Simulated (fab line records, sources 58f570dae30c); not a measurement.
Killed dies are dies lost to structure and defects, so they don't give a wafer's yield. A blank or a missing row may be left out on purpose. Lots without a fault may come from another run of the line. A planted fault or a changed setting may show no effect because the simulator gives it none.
Chamber matching | flow berkeley_cmos170 | UCB170_V2_CMP_02 on cmp-01: 4 sister chambers
The step polishes SiO2. 8 wafers are shown with their chamber, then 8 later ones without.

WAFERS WITH THEIR CHAMBER
wafer  | chamber | motor_current_A (A)
L896.5 | 3       | 16.5
L902.4 | 1       | 14.2
L902.6 | 0       | 15.0
L903.2 | 0       | 15.2
L903.4 | 3       | 16.4
L909.1 | 1       | 14.1
L909.6 | 2       | 17.1
L915.3 | 2       | 17.9

WAFERS WITHOUT THEIR CHAMBER
wafer  | motor_current_A (A)
L915.4 | 14.3
L915.6 | 14.1
L916.1 | 17.3
L916.2 | 14.2
L916.6 | 15.3
L918.1 | 14.9
L918.5 | 17.0
L918.6 | 17.0

WHICH CHAMBER EACH WENT THROUGH
wafer  | from the rows above     | in truth
L915.4 | 1                       | 1
L915.6 | 1                       | 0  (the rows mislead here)
L916.1 | 2                       | 2
L916.2 | 1                       | 1
L916.6 | 0                       | 0
L918.1 | can't be placed: 0 or 1 | 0
L918.5 | can't be placed: 2 or 3 | 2
L918.6 | can't be placed: 2 or 3 | 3
Placed correctly: 4 of 8. Can't be placed from these rows: 3 (the true chamber is among the candidates in 3). Placed wrongly: 1.
How it was worked out, from the rows above alone: a wafer's distance from a chamber is the root of the sum, over the readings, of the square of ((its reading less the chamber's mean) divided by the reading's scatter). The wafer belongs to the nearest chamber; if the next one is less than 2 further off, it can't be placed. A chamber's mean is the mean of its shown wafers. The scatter: the root of (the sum of the squares of (reading less its chamber's mean) over the shown wafers, divided by (wafers less chambers)).
